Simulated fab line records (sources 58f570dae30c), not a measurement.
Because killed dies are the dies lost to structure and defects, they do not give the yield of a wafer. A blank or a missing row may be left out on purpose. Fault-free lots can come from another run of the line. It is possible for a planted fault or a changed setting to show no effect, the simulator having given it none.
Check for tools in common :: flow berkeleyCmos170 :: Sampled: 14 lots, 42 wafers

WHAT PROMPTED THE OPENING
2 of 14 lots carry a flag on the reading NVT_TW at UCB170_NVT_TW_MEAS_09. No-fault wafers: 525, standard deviation 5.1.
Rule: a lot is flagged when every wafer of it that has a number lies more than 4 standard deviations from that mean, or none has a number. The rest of the lots are taken to be sound.

lot: L496
measured: day 6 20:30
on: filmMetro-02
NVT_TW, wafer by wafer: 517 518 519
flag: 

lot: L497
measured: day 7 04:42
on: filmMetro-04
NVT_TW, wafer by wafer: 529 526 531
flag: 

lot: L498
measured: day 7 04:58
on: filmMetro-02
NVT_TW, wafer by wafer: 526 527 524
flag: 

lot: L502
measured: day 7 14:02
on: filmMetro-03
NVT_TW, wafer by wafer: 519 520 519
flag: 

lot: L499
measured: day 7 14:05
on: filmMetro-04
NVT_TW, wafer by wafer: 530 531 528
flag: 

lot: L503
measured: day 8 09:32
on: filmMetro-04
NVT_TW, wafer by wafer: 30 30 30
flag: FLAGGED

lot: L509
measured: day 8 22:43
on: filmMetro-02
NVT_TW, wafer by wafer: 526 526 526
flag: 

lot: L507
measured: day 8 22:50
on: filmMetro-02
NVT_TW, wafer by wafer: 30 30 30
flag: FLAGGED

lot: L510
measured: day 8 22:56
on: filmMetro-04
NVT_TW, wafer by wafer: 529 527 528
flag: 

lot: L508
measured: day 8 23:01
on: filmMetro-02
NVT_TW, wafer by wafer: 526 528 525
flag: 

lot: L511
measured: day 9 14:03
on: filmMetro-04
NVT_TW, wafer by wafer: 531 528 530
flag: 

lot: L513
measured: day 10 06:08
on: filmMetro-03
NVT_TW, wafer by wafer: 517 516 513
flag: 

lot: L516
measured: day 10 12:25
on: filmMetro-04
NVT_TW, wafer by wafer: 530 528 531
flag: 

lot: L517
measured: day 11 02:56
on: filmMetro-02
NVT_TW, wafer by wafer: 523 522 525
flag: 
The numbers of the flagged lots are 30 on average: -495 against the usual, or -97 standard deviations.

LOT BY LOT: THE TOOL USED
The record keeps 1 process step preceding the reading, out of 331 steps on the route. Each cell gives the tool, then ch followed by the chambers the sampled wafers passed through, then the start.
lot: L496
flag: 
UCB170_NVT_DEVELOP_05: lithoTrack-03 ch 0, day 6 20:00

lot: L497
flag: 
UCB170_NVT_DEVELOP_05: lithoTrack-04 ch 0, day 7 04:00

lot: L498
flag: 
UCB170_NVT_DEVELOP_05: lithoTrack-04 ch 0, day 7 04:00

lot: L502
flag: 
UCB170_NVT_DEVELOP_05: lithoTrack-04 ch 0, day 7 13:00

lot: L499
flag: 
UCB170_NVT_DEVELOP_05: lithoTrack-01 ch 0, day 7 13:00

lot: L503
flag: FLAGGED
UCB170_NVT_DEVELOP_05: lithoTrack-01 ch 0, day 8 09:00

lot: L509
flag: 
UCB170_NVT_DEVELOP_05: lithoTrack-03 ch 0, day 8 22:00

lot: L507
flag: FLAGGED
UCB170_NVT_DEVELOP_05: lithoTrack-01 ch 0, day 8 22:00

lot: L510
flag: 
UCB170_NVT_DEVELOP_05: lithoTrack-04 ch 0, day 8 22:00

lot: L508
flag: 
UCB170_NVT_DEVELOP_05: lithoTrack-03 ch 0, day 8 22:00

lot: L511
flag: 
UCB170_NVT_DEVELOP_05: lithoTrack-04 ch 0, day 9 13:00

lot: L513
flag: 
UCB170_NVT_DEVELOP_05: lithoTrack-03 ch 0, day 10 05:00

lot: L516
flag: 
UCB170_NVT_DEVELOP_05: lithoTrack-04 ch 0, day 10 12:00

lot: L517
flag: 
UCB170_NVT_DEVELOP_05: lithoTrack-03 ch 0, day 11 02:00
What these steps do:
- UCB170_NVT_DEVELOP_05: develop time 45 s.
- UCB170_NVT_TW_MEAS_09

FLAGGED OVER TOTAL, TOOL BY TOOL (the gauges that took the reading come last)
step: UCB170_NVT_DEVELOP_05
tool: lithoTrack-01
lots run: 3
flagged: 2
share of the flagged lots: all
sound lots run after its first flagged lot: 0

step: UCB170_NVT_DEVELOP_05
tool: lithoTrack-03
lots run: 5
flagged: 0
share of the flagged lots: none
sound lots run after its first flagged lot: -

step: UCB170_NVT_DEVELOP_05
tool: lithoTrack-04
lots run: 6
flagged: 0
share of the flagged lots: none
sound lots run after its first flagged lot: -

step: UCB170_NVT_TW_MEAS_09
tool: filmMetro-02
lots run: 6
flagged: 1
share of the flagged lots: some
sound lots run after its first flagged lot: 2 (L508,L517)

step: UCB170_NVT_TW_MEAS_09
tool: filmMetro-03
lots run: 2
flagged: 0
share of the flagged lots: none
sound lots run after its first flagged lot: -

step: UCB170_NVT_TW_MEAS_09
tool: filmMetro-04
lots run: 6
flagged: 1
share of the flagged lots: some
sound lots run after its first flagged lot: 3 (L510,L511,L516)

WHAT THE TABLE ALLOWS
Rows of the table that ran each flagged lot: 1, that is lithoTrack-01 at UCB170_NVT_DEVELOP_05.
- lithoTrack-01 at UCB170_NVT_DEVELOP_05: 2 of its 3 lots flagged. It ran its last sound lot, L499, at day 7 13:00 and its first flagged lot, L503, at day 8 09:00: a fault with its onset between the two fits.
One tool is left: lithoTrack-01 at UCB170_NVT_DEVELOP_05.

WHAT THE SIMULATOR HAD PUT IN
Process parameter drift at UCB170_NVT_DEVELOP_05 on lithoTrack-01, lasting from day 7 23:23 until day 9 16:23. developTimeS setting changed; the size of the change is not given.
Lots struck among those shown: L503, L507. The rule given above showed the same thing.
